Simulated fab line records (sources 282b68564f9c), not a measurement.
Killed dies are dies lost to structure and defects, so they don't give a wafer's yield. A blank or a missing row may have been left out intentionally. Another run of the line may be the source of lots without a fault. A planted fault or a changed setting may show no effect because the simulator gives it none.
A lot that was struck, set against a sound lot || flow rit_cmos || 14 out of 202 route steps
Sound: wafers L866.2, L866.3, L866.6. Struck: wafers L859.1, L859.4, L859.5. At the end, the cause is stated.
Order at every step that has rows: each side's tool, ch and its chambers, its first start. Under that, the readings that differ: sound wafers || struck wafers || difference of the means || sigmas: that difference in standard deviations of wafers without a fault.
alike: readings with means less than 2 such deviations apart, plus words and numbers identical on both sides. not compared: withheld readings, readings lacking a value on some wafer, bounds such as >300 that could conceal the same value, and numbers that have no deviation in the record and whose values overlap.
A row with sigmas, a row that says differs or no value, or rows on one side alone: a step with any of these is where the two part. Non-overlapping numbers with no deviation appear without sigmas and do not part them. Lack of a reading on every wafer of one side parts them only where that side has two or more wafers.

first, 2 steps without rows for these wafers: RIT_NWELL_PEB_04; RIT_NWELL_DEVELOP_05 (develop time 68 s).
RIT_NWELL_OVL_MEAS_06:
  sound: overlay-02 at day 4 04:56; struck: overlay-02 at day 2 16:58
  alike: NWELL_OVL
then, 2 steps without rows for these wafers: RIT_NWELL_HARDBAKE_07 (time 120 s); RIT_NWELL_IMPLANT_08.
RIT_NWELL_STRIP_09: strips in O2, time 180 s.
  sound on plasma_asher-03 ch 0,1, day 4 05:22; struck on plasma_asher-03 ch 0,1, day 2 17:24
  alike: drypump_motor_current_A, rf_refl_power_W
  not compared: rf_hours_counter_h
RIT_NWELL_TW_MEAS_10:
  sound: film_metro-03 at day 4 05:33; struck: film_metro-01 at day 2 17:35
  alike: NWELL_TW
then, 5 steps without rows for these wafers: RIT_PWELL_HMDS_00 (prime time 60 s); RIT_PWELL_COAT_01 (resist thk 1300 nm); RIT_PWELL_SOFTBAKE_02 (time 60 s); RIT_PWELL_EXPOSE_03 (exposes mask M3, target cd 43700 nm); RIT_PWELL_PEB_04.
RIT_PWELL_DEVELOP_05: develop time 68 s.
  struck on litho_track-03, day 2 18:00; sound on litho_track-04 ch 0, day 4 06:00
  no value came back on the struck wafers for chill_plate_temp_C (C), develop_time_s (s); on the sound wafers chill_plate_temp_C (C) reads 22.98 23.02 23.01
RIT_PWELL_OVL_MEAS_06:
  sound: overlay-02 at day 4 06:38; struck: overlay-01 at day 2 18:38
{"reading": "PWELL_OVL (nm)", "sound": "-1.3 -1.2 -1.8", "struck": "- - -", "difference": "no value on the struck wafers", "sigmas": ""}

WHERE THEY PART
First at RIT_PWELL_DEVELOP_05; last, within this record, at RIT_PWELL_OVL_MEAS_06.

WHY: what the simulator had put in
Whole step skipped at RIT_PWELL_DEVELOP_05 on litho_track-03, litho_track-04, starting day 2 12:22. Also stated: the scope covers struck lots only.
